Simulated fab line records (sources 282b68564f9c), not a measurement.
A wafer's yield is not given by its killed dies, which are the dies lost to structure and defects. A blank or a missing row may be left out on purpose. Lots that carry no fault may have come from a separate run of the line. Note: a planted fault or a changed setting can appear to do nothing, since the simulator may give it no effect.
fab line records    flow rit-cmos
[record] lots = 7  wafers = 21  last-day = 6
route steps=202 shown NSD@138 PSD@142 SDANNEAL@153 M1@202
lots untouched by any fault: they come from a run of this same line in which no faults occurred
start-h: the number of hours between the record's first day and the start of the first shown wafer of the lot    wait-h: time in hours since the lot's previous step    " as in the row above    L1.1+2: a single row standing in for several wafers    - no value, or no start was given    * or withheld: withheld    < > ~ a bound
route shown NAME@n: names a module that has steps shown in the file, with the first one's number in the route    usual: mean and standard deviation over wafers with no fault    same: alike in all rows    chamber/n: place in a boat    sites: the reading at each site    _std_site: the standard deviation of these    _edge_site: mean of outer sites minus mean of inner sites    radius-mm: how far each site lies from the wafer's centre    mask NAME#n: copy n    behind: the tool/chamber that last shaped the wafer    hold: why the lot was held/for how many hours/how that ended    device: the transistor (n, p or np) that didn't switch    end of line: tests of these same wafers at the route's end    a step given without rows: its recipe and nothing more    killed: dies that structure and defects cost at the first sort, which is not the same as the wafer's yield    map: a wafer's dies, marking killed ones x, the rest . and places with no die _
set.NAME: the setting as run; set.NAME@STEP: as run at that earlier step    model.NAME: the simulator's own value behind a step, which no gauge read
certain route steps with their lots: each step a table, each wafer a row
services: a tool's chamber out of use, with start hour (start-h, from the record's first day; less than 0 if before it), hours out, and reason
[[steps]]
[step RIT_NSD_HARDBAKE_07]
[recipe] resist = NOVOLAK  temp-c = 140  time-s = 60
[step RIT_NSD_IMPLANT_08]
[recipe] species = P  energy-kev = 25  dose-cm2 = 1e+15  tilt-deg = 7
[step RIT_NSD_STRIP_09]
[recipe] chemistry = O2  time-s = 180  resist = NOVOLAK  platen-temp-c = withheld  power-w = 500  pressure-mtorr = 4000  o2-flow-sccm = 4000
[usual] drypump-motor-current-A = 5.3/0.34
lot.wafer  tool             chamber  start-h  wait-h  drypump-motor-current-A  rf-hours-counter-h
L704.2     plasma-asher-03  0        62.12    0.1     5.5                      42
L704.4     "                1        "        "       6.0                      -
L704.6     "                0        "        "       5.5                      -
L707.1     plasma-asher-04  0        77.47    0.1     5.4                      43
L707.2     "                1        "        "       5.0                      43
L707.5     "                1        "        "       5.0                      -
L711.1     plasma-asher-02  1        96.52    0.1     4.8                      30
L711.4     "                1        "        "       4.8                      -
L711.6     "                0        "        "       5.4                      -
L712.1     plasma-asher-03  1        102.22   0.1     6.0                      47
L712.2     "                0        "        "       5.5                      47
L712.4     "                1        "        "       6.0                      -
L714.3     plasma-asher-02  0        112.23   0.1     5.4                      -
L714.4     "                1        "        "       4.8                      -
L714.5     "                0        "        "       5.4                      -
L718.1     plasma-asher-04  1        133.14   0.1     5.0                      49
L718.2     "                0        "        "       5.4                      49
L718.3     "                1        "        "       5.1                      -
L719.1     plasma-asher-04  0        138.45   0.1     5.4                      50
L719.2     "                1        "        "       5.0                      50
L719.4     "                0        "        "       5.4                      -
[step RIT_NSD_TW_MEAS_10]
[usual] NSD_TW = 3135/17
lot.wafer  tool           chamber  start-h  wait-h  NSD_TW
L704.2     film-metro-01  -        62.31    0.1     3134
L704.4     "              -        "        "       3145
L704.6     "              -        "        "       3139
L707.1     film-metro-04  -        77.64    0.1     3097
L707.2     "              -        "        "       3109
L707.5     "              -        "        "       3104
L711.1     film-metro-04  -        96.69    0.1     3143
L711.4     "              -        "        "       3136
L711.6     "              -        "        "       3146
L712.1     film-metro-04  -        102.40   0.1     3126
L712.2     "              -        "        "       3120
L712.4     "              -        "        "       3130
L714.3     film-metro-02  -        112.37   0.1     3156
L714.4     "              -        "        "       3152
L714.5     "              -        "        "       3140
L718.1     film-metro-04  -        133.32   0.1     3126
L718.2     "              -        "        "       3134
L718.3     "              -        "        "       3120
L719.1     film-metro-01  -        138.62   0.1     3133
L719.2     "              -        "        "       3154
L719.4     "              -        "        "       3137
[step RIT_PSD_HMDS_00]
[recipe] prime-time-s = 60  prime-temp-c = 140
[step RIT_PSD_COAT_01]
[recipe] resist = NOVOLAK  spin-rpm = 3250  resist-thk-nm = 1000
[step RIT_PSD_SOFTBAKE_02]
[recipe] resist = NOVOLAK  temp-c = 90  time-s = 60
[step RIT_PSD_EXPOSE_03]
[recipe] mask-id = M10  na = 0.57  target-cd-nm = 40900  dose-mj = 250
[step RIT_PSD_PEB_04]
[recipe] resist = NOVOLAK  temp-c = withheld  time-s = withheld
[step RIT_PSD_DEVELOP_05]
[recipe] resist = NOVOLAK  develop-time-s = 50  dev-temp-c = 23
[step RIT_PSD_OVL_MEAS_06]
[usual] PSD_OVL = 0.8/1.4
lot.wafer  tool        chamber  start-h  wait-h  PSD_OVL[nm]
L704.2     overlay-02  -        63.34    -       2.5
L704.4     "           -        "        "       -0.1
L704.6     "           -        "        "       -1.4
L707.1     overlay-02  -        78.68    -       0.3
L707.2     "           -        "        "       1.6
L707.5     "           -        "        "       2.8
L711.1     overlay-02  -        97.83    -       1.6
L711.4     "           -        "        "       -0.4
L711.6     "           -        "        "       1.2
L712.1     overlay-02  -        103.43   -       1.7
L712.2     "           -        "        "       -0.1
L712.4     "           -        "        "       2.3
L714.3     overlay-02  -        113.27   -       1.7
L714.4     "           -        "        "       1.6
L714.5     "           -        "        "       1.9
L718.1     overlay-01  -        134.35   -       -2.3
L718.2     "           -        "        "       -1.6
L718.3     "           -        "        "       -2.0
L719.1     overlay-02  -        139.53   -       -1.3
L719.2     "           -        "        "       0.0
L719.4     "           -        "        "       -1.5
[step RIT_PSD_HARDBAKE_07]
[recipe] resist = NOVOLAK  temp-c = 140  time-s = 60
[step RIT_PSD_IMPLANT_08]
[recipe] species = BF2  energy-kev = 27  dose-cm2 = 5e+15  tilt-deg = 7
[usual] beam-energy-keV = 27.001/0.0086  dose-ions-cm2 = 5e+15/4.9e+12  end-station-pressure-torr = 1.42e-05/1.2e-06
lot.wafer  tool          chamber  start-h  wait-h  beam-energy-keV  dose-ions-cm2  end-station-pressure-torr  model.implant.rp-nm  model.implant.drp-nm
L704.2     implanter-03  0        63.54    0.1     26.999           4.994e+15      1.28e-05                   22.32                12.05
L704.4     "             0        "        "       27.007           4.997e+15      1.28e-05                   22.32                12.05
L704.6     "             0        "        "       26.998           5e+15          1.34e-05                   22.32                12.05
L707.1     implanter-02  0        78.87    0.1     26.994           5.001e+15      1.56e-05                   20.98                12.05
L707.2     "             0        "        "       26.998           5.003e+15      1.61e-05                   20.98                12.05
L707.5     "             0        "        "       26.997           5.013e+15      1.67e-05                   20.98                12.05
L711.1     implanter-02  0        98.02    0.1     25.120           4.992e+15      1.66e-05                   20.89                11.45
L711.4     "             0        "        "       25.100           5.005e+15      1.51e-05                   20.89                11.45
L711.6     "             0        "        "       25.113           4.999e+15      1.47e-05                   20.89                11.45
L712.1     implanter-02  0        103.62   0.1     25.105           4.994e+15      1.59e-05                   20.77                11.45
L712.2     "             0        "        "       25.116           5.004e+15      1.49e-05                   20.77                11.45
L712.4     "             0        "        "       25.116           5.001e+15      1.55e-05                   20.77                11.45
L714.3     implanter-02  0        113.49   0.1     25.114           4.995e+15      1.42e-05                   21.74                11.45
L714.4     "             0        "        "       25.107           4.997e+15      1.6e-05                    21.74                11.45
L714.5     "             0        "        "       25.123           5.002e+15      1.47e-05                   21.74                11.45
L718.1     implanter-01  0        134.54   0.1     26.992           4.994e+15      1.35e-05                   21.88                12.05
L718.2     "             0        "        "       27.017           5e+15          1.27e-05                   21.88                12.05
L718.3     "             0        "        "       27.002           4.999e+15      1.32e-05                   21.88                12.05
L719.1     implanter-01  0        139.72   0.1     27.005           5.003e+15      1.39e-05                   21.42                12.05
L719.2     "             0        "        "       26.993           4.997e+15      1.35e-05                   21.42                12.05
L719.4     "             0        "        "       26.989           5.003e+15      1.36e-05                   21.42                12.05
[step RIT_PSD_STRIP_09]
[recipe] chemistry = O2  time-s = 180  resist = NOVOLAK  platen-temp-c = withheld  power-w = 500  pressure-mtorr = 4000  o2-flow-sccm = 4000
[usual] drypump-motor-current-A = 5.4/0.48
lot.wafer  tool             chamber  start-h  wait-h  drypump-motor-current-A  rf-hours-counter-h
L704.2     plasma-asher-04  1        63.67    0.1     5.0                      42
L704.4     "                1        "        "       5.0                      -
L704.6     "                0        "        "       5.4                      -
L707.1     plasma-asher-02  0        79.02    0.1     5.4                      28
L707.2     "                1        "        "       4.8                      28
L707.5     "                1        "        "       4.8                      -
L711.1     plasma-asher-01  1        98.17    0.1     5.2                      47
L711.4     "                0        "        "       6.3                      -
L711.6     "                0        "        "       6.3                      -
L712.1     plasma-asher-04  0        103.77   0.1     5.4                      46
L712.2     "                1        "        "       5.0                      46
L712.4     "                1        "        "       5.0                      -
L714.3     plasma-asher-02  0        113.65   0.1     5.4                      -
L714.4     "                1        "        "       4.8                      -
L714.5     "                0        "        "       5.4                      -
L718.1     plasma-asher-02  0        134.69   0.1     5.4                      34
L718.2     "                1        "        "       4.8                      34
L718.3     "                1        "        "       4.8                      -
L719.1     plasma-asher-01  1        139.87   0.1     5.3                      51
L719.2     "                0        "        "       6.3                      51
L719.4     "                0        "        "       6.3                      -
[step RIT_PSD_TW_MEAS_10]
[usual] PSD_TW = 3441/24
lot.wafer  tool           chamber  start-h  wait-h  PSD_TW
L704.2     film-metro-01  -        63.85    0.1     3474
L704.4     "              -        "        "       3473
L704.6     "              -        "        "       3452
L707.1     film-metro-04  -        79.19    0.1     3401
L707.2     "              -        "        "       3412
L707.5     "              -        "        "       3404
L711.1     film-metro-04  -        98.34    0.1     3379
L711.4     "              -        "        "       3374
L711.6     "              -        "        "       3381
L712.1     film-metro-02  -        103.94   0.1     3386
L712.2     "              -        "        "       3396
L712.4     "              -        "        "       3385
L714.3     film-metro-01  -        113.79   0.1     3423
L714.4     "              -        "        "       3401
L714.5     "              -        "        "       3420
L718.1     film-metro-04  -        134.86   0.1     3428
L718.2     "              -        "        "       3431
L718.3     "              -        "        "       3430
L719.1     film-metro-01  -        140.04   0.1     3418
L719.2     "              -        "        "       3439
L719.4     "              -        "        "       3421
[step RIT_SDANNEAL_CLEAN_00]
[recipe] chemistry = SC1  mix = 3:3:50  time-s = 600  temp-c = 75
[step RIT_SDANNEAL_CLEAN_01]
[recipe] chemistry = dHF  dilution = 50:1  time-s = 31.35
[step RIT_SDANNEAL_CLEAN_02]
[recipe] chemistry = SC2  mix = 3:3:50  time-s = 600  temp-c = 75  dry = n2-spin
[step RIT_SDANNEAL_RTA_03]
[recipe] temp-c = 1050  time-s = 5  idle-temp-c = 600  ramp-up-c-per-s = 342  ramp-down-c-per-s = 171  cool-to-c = 600  ambient = N2
[usual] wafer_temp_C_max = 1053.5/1.2
lot.wafer  tool           chamber  start-h  wait-h  wafer_temp_C_max
L704.2     rtp-anneal-02  0        64.29    0.0     1053.3
L704.4     "              0        "        "       1054.0
L704.6     "              0        "        "       1052.7
L707.1     rtp-anneal-01  0        79.63    0.0     1053.2
L707.2     "              0        "        "       1051.3
L707.5     "              0        "        "       1053.6
L711.1     rtp-anneal-01  0        98.77    0.0     1052.8
L711.4     "              0        "        "       1055.5
L711.6     "              0        "        "       1054.1
L712.1     rtp-anneal-02  0        104.37   0.0     1052.3
L712.2     "              0        "        "       1054.5
L712.4     "              0        "        "       1053.5
L714.3     rtp-anneal-02  0        114.21   0.0     1055.9
L714.4     "              0        "        "       1053.1
L714.5     "              0        "        "       1053.5
L718.1     rtp-anneal-02  0        135.29   0.0     1052.8
L718.2     "              0        "        "       1052.4
L718.3     "              0        "        "       1052.0
L719.1     rtp-anneal-01  0        140.47   0.0     1054.4
L719.2     "              0        "        "       1054.5
L719.4     "              0        "        "       1052.5
[step RIT_SDANNEAL_RS_MEAS_04]
[recipe] thk-meas-gauge = four-point-probe
[usual] PSD_RS = 116.08/0.29
lot.wafer  tool           chamber  start-h  wait-h  PSD_RS[ohm/sq]
L704.2     film-metro-02  -        64.36    0.1     115.62
L704.4     "              -        "        "       115.83
L704.6     "              -        "        "       116.23
L707.1     film-metro-02  -        79.69    0.0     116.48
L707.2     "              -        "        "       116.42
L707.5     "              -        "        "       116.24
L711.1     film-metro-02  -        98.89    0.1     120.63
L711.4     "              -        "        "       120.44
L711.6     "              -        "        "       120.49
L712.1     film-metro-04  -        104.43   0.0     120.96
L712.2     "              -        "        "       120.85
L712.4     "              -        "        "       121.05
L714.3     film-metro-02  -        114.29   0.1     120.35
L714.4     "              -        "        "       120.44
L714.5     "              -        "        "       120.09
L718.1     film-metro-04  -        135.35   0.0     115.96
L718.2     "              -        "        "       115.93
L718.3     "              -        "        "       116.36
L719.1     film-metro-01  -        140.53   0.0     116.15
L719.2     "              -        "        "       115.94
L719.4     "              -        "        "       116.14
[step RIT_SDANNEAL_RS_MEAS_05]
[recipe] thk-meas-gauge = four-point-probe
[usual] NSD_RS = 84.62/0.29
lot.wafer  tool           chamber  start-h  wait-h  NSD_RS[ohm/sq]
L704.2     film-metro-02  -        64.48    0.1     85.11
L704.4     "              -        "        "       84.63
L704.6     "              -        "        "       84.84
L707.1     film-metro-02  -        79.81    0.1     84.58
L707.2     "              -        "        "       84.62
L707.5     "              -        "        "       84.77
L711.1     film-metro-02  -        99.01    0.1     84.43
L711.4     "              -        "        "       84.35
L711.6     "              -        "        "       84.48
L712.1     film-metro-04  -        104.55   0.1     85.26
L712.2     "              -        "        "       84.77
L712.4     "              -        "        "       84.89
L714.3     film-metro-02  -        114.41   0.1     84.38
L714.4     "              -        "        "       84.34
L714.5     "              -        "        "       84.53
L718.1     film-metro-04  -        135.47   0.1     84.88
L718.2     "              -        "        "       84.80
L718.3     "              -        "        "       84.87
L719.1     film-metro-01  -        140.65   0.1     84.43
L719.2     "              -        "        "       84.64
L719.4     "              -        "        "       84.25
[step RIT_M1_PROBE_99]
[usual] killed-at-contacts = 0.1/0.35  killed-at-front-end = 6.6/2.7  killed-dies = 6.7/2.8  killed-open = 3.4/2.1  killed-short = 3.3/1.8
[same] gross-dies = 264  killed_at_M0_to_M3 = 0  killed_at_M4_up = 0  killed-at-back-side = 0  killed-at-other = 0
lot.wafer  tool       chamber  start-h  wait-h  killed-at-contacts  killed-at-front-end  killed-dies  killed-open  killed-short  model.etest.contact-pplus.end-ohm-um  model.etest.vpnp.gain
L704.2     prober-01  -        71.89    0.1     0                   3                    3            2            1             42.23                                 1.1
L704.4     prober-01  -        71.99    0.2     0                   3                    3            0            3             42.13                                 1.086
L704.6     prober-01  -        72.09    0.2     0                   2                    2            0            2             43.24                                 1.077
L707.1     prober-02  -        86.96    0.1     0                   5                    5            2            3             46.18                                 1.008
L707.2     prober-02  -        87.01    0.1     0                   8                    8            2            6             46.59                                 1
L707.5     prober-02  -        87.16    0.2     0                   11                   11           6            5             47.35                                 1.026
L711.1     prober-02  -        106.41   0.1     0                   3                    3            0            3             46.97                                 0.9954
L711.4     prober-02  -        106.56   0.2     0                   8                    8            2            6             46.42                                 1.003
L711.6     prober-02  -        106.66   0.2     0                   7                    7            2            5             45.24                                 1.007
L712.1     prober-01  -        111.82   0.1     0                   6                    6            3            3             46.41                                 0.9891
L712.2     prober-01  -        111.87   0.1     0                   13                   13           6            7             45.45                                 0.9837
L712.4     prober-01  -        111.97   0.2     0                   7                    7            2            5             47.35                                 0.9868
L714.3     prober-01  -        121.87   0.2     3                   14                   17           7            7             44.23                                 1.056
L714.4     prober-01  -        121.92   0.2     1                   9                    10           6            4             44.3                                  1.055
L714.5     prober-01  -        121.97   0.2     0                   6                    6            2            4             44.32                                 1.076
L718.1     prober-01  -        142.89   0.1     0                   7                    7            1            6             45.59                                 1.045
L718.2     prober-01  -        142.94   0.1     0                   5                    5            3            2             43.84                                 1.028
L718.3     prober-01  -        142.99   0.2     0                   9                    9            5            4             45.1                                  1.044
L719.1     prober-02  -        148.01   0.1     0                   4                    4            1            3             44.9                                  1.014
L719.2     prober-02  -        148.06   0.1     0                   6                    6            3            3             45.51                                 0.9839
L719.4     prober-02  -        148.16   0.2     0                   3                    3            2            1             45.03                                 0.9732
// killed by level:class
L704.2 FOX2:geometric-particle:short=1 GATE:geometric-particle:open=1 SILICIDE:geometric-particle:open=1
L704.4 FOX1:geometric-particle:short=1 FOX2:geometric-particle:short=1 GATE:geometric-particle:short=1
L704.6 FOX2:geometric-particle:short=1 SPACER:geometric-particle:short=1
L707.1 GATE:geometric-particle:open=2 SPACER:geometric-particle:short=2 GATE:geometric-particle:short=1
L707.2 SPACER:geometric-particle:short=3 FOX1:geometric-particle:short=1 FOX2:geometric-particle:open=1 GATE:geometric-particle:open=1 GATE:geometric-particle:short=1 SILICIDE:geometric-particle:short=1
L707.5 GATE:geometric-particle:open=2 REOX:geometric-particle:short=2 FOX1:geometric-particle:open=1 FOX1:geometric-particle:short=1 FOX2:geometric-particle:open=1 GATE:geometric-particle:short=1 SPACER:geometric-particle:open=1 SPACER:geometric-particle:short=1
L711.1 ACTIVE:geometric-particle:short=1 GATE:geometric-particle:short=1 SPACER:geometric-particle:short=1
L711.4 SPACER:geometric-particle:short=3 FOX1:geometric-particle:open=1 FOX2:geometric-particle:short=1 GATE:geometric-particle:open=1 GATE:geometric-particle:short=1 REOX:geometric-particle:short=1
L711.6 GATE:geometric-particle:short=3 FOX2:geometric-particle:short=1 FOX2:geometric-particle:open=1 REOX:geometric-particle:short=1 REOX:geometric-particle:open=1
L712.1 SILICIDE:geometric-particle:open=2 FOX1:geometric-particle:short=1 FOX1:geometric-particle:open=1 REOX:geometric-particle:short=1 SILICIDE:geometric-particle:short=1
L712.2 GATE:geometric-particle:open=3 GATE:geometric-particle:short=2 REOX:geometric-particle:short=2 SPACER:geometric-particle:short=2 FOX1:geometric-particle:open=1 FOX2:geometric-particle:open=1 FOX2:geometric-particle:short=1 REOX:geometric-particle:open=1
L712.4 SILICIDE:geometric-particle:short=2 FOX1:geometric-particle:short=1 FOX2:geometric-particle:open=1 GATE:geometric-particle:short=1 REOX:geometric-particle:short=1 REOX:geometric-particle:open=1
L714.3 FOX1:geometric-particle:short=4 CONTACT:coat-microbubble-printed=3 FOX1:geometric-particle:open=2 GATE:geometric-particle:open=2 SPACER:geometric-particle:open=2 GATE:geometric-particle:short=1 SPACER:geometric-particle:short=1 SILICIDE:geometric-particle:short=1
L714.4 GATE:geometric-particle:open=3 SILICIDE:geometric-particle:short=3 FOX1:geometric-particle:short=1 SPACER:geometric-particle:open=1 SILICIDE:geometric-particle:open=1 CONTACT:geometric-particle:open=1
L714.5 SPACER:geometric-particle:short=3 FOX1:geometric-particle:open=1 GATE:geometric-particle:short=1 SILICIDE:geometric-particle:open=1
L718.1 REOX:geometric-particle:short=3 GATE:geometric-particle:short=2 REOX:geometric-particle:open=1 SPACER:geometric-particle:short=1
L718.2 GATE:geometric-particle:short=2 SILICIDE:geometric-particle:open=2 GATE:geometric-particle:open=1
L718.3 FOX1:geometric-particle:open=2 FOX2:geometric-particle:open=2 FOX1:geometric-particle:short=1 GATE:geometric-particle:short=1 REOX:geometric-particle:short=1 SPACER:geometric-particle:open=1 SILICIDE:geometric-particle:short=1
L719.1 SPACER:geometric-particle:short=1 SILICIDE:geometric-particle:short=1 SILICIDE:geometric-particle:open=1 STARTING-WAFER:geometric-particle:short=1
L719.2 FOX1:geometric-particle:open=1 GATE:geometric-particle:short=1 GATE:geometric-particle:open=1 SPACER:geometric-particle:short=1 SPACER:geometric-particle:open=1 SILICIDE:geometric-particle:short=1
L719.4 GATE:geometric-particle:open=2 GATE:geometric-particle:short=1
[[services]]
tool             chamber  start-h  hours  kind
implanter-02     -        38.41    29.8   pm
rtp-anneal-01    -        75.36    3.7    pm
implanter-02     -        77.14    0.8    repair
plasma-asher-01  -        102.22   7.6    repair
plasma-asher-03  -        108.75   9.0    pm
plasma-asher-03  0        108.75   9.0    vent-cycle
plasma-asher-03  1        108.75   9.0    vent-cycle
implanter-02     -        117.25   2.0    repair
plasma-asher-03  0        117.75   -      clean
plasma-asher-03  1        117.75   -      clean
[[key]]
[first-sign] step = RIT_PSD_IMPLANT_08  reading = beam-energy-keV  direction = down  sigmas = 99+  usual = 27.001  struck = 25.113
[effect] step = RIT_PSD_TW_MEAS_10  reading = PSD_TW  direction = down  sigmas = 1.9  usual = 3441  struck = 3394
[effect] step = RIT_SDANNEAL_RS_MEAS_04  reading = PSD_RS  direction = up  sigmas = 15  usual = 116.08  struck = 120.59
[model-effect] step = RIT_PSD_IMPLANT_08  value = implant.rp-nm  without = 22.4  struck = 21.14
[model-effect] step = RIT_M1_PROBE_99  value = etest.contact-pplus.end-ohm-um  without = 43.06  struck = 45.63
met-at RIT_PSD_IMPLANT_08
struck-wafers L711.1,L711.4,L711.6,L712.1,L712.2,L712.4,L714.3,L714.4,L714.5
tester-left-out L711,L712,L714
onset-between 78.87 98.02
[fault] kind = process-parameter-drift  tool = implanter-02  chamber = -  onset-h = 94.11  steps = RIT_PSD_IMPLANT_08  channel = energy-kev  offset = -1.89  shape = step  end-h = 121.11  acts-in = these-recipes-only  stated = 27
// tester-left-out: of these lots the tester's yield and bins aren't shown, on N5 and GAA mostly nor the transistor test; their killed dies are dies lost to structure and defects alone, not to doping, threshold or leakage, so they don't give the yield
